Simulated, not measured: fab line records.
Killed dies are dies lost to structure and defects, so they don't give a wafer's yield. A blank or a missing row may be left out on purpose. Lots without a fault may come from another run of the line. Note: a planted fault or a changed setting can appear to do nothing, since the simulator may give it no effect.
Which of the tools did it? :: flow berkeley-cmos170 :: route of 331 steps, sampled at 1 step: 7 lots, 21 wafers

WHAT THE GAUGES READ, wafer by wafer
UCB170_NVT_OVL_MEAS_06.
lot: L316
measured: day 6 21:40
on: overlay-01
NVT_OVL (nm): 9 5 7

lot: L315
measured: day 6 22:15
on: overlay-01
NVT_OVL (nm): -10 -7 0

lot: L318
measured: day 7 11:15
on: overlay-01
NVT_OVL (nm): 4 0 3

lot: L322
measured: day 8 11:08
on: overlay-02
NVT_OVL (nm): 2 5 3

lot: L329
measured: day 9 15:31
on: overlay-01
NVT_OVL (nm): -1 -1 1

lot: L331
measured: day 9 22:05
on: overlay-02
NVT_OVL (nm): -3 0 -11

lot: L336
measured: day 10 23:47
on: overlay-02
NVT_OVL (nm): -7 -10 -11

WHICH TOOL RAN EACH LOT (tool, then ch and the chambers of the sampled wafers, then the start)
No process step before these readings appears in the record.

THE ANSWER, worked out from the rows above alone
Rule: usual is defined by the lots themselves. Put in order of their means at a reading, lots are off if they are a third of the lots or fewer, leave a main group of 4 or more, and stand apart from it by a gap of 3 or more times the standard deviation of the main group's means; of several such gaps the widest counts. A main group is skipped when, at the precision printed for the reading in the tables above, its means are all equal. A lot without any number at a reading at which 4 lots or more have one is off too. All remaining lots with rows at the step are treated as sound.
Nothing can be told from this: no lot is off at any reading shown.

WHAT THE SIMULATOR PUT IN
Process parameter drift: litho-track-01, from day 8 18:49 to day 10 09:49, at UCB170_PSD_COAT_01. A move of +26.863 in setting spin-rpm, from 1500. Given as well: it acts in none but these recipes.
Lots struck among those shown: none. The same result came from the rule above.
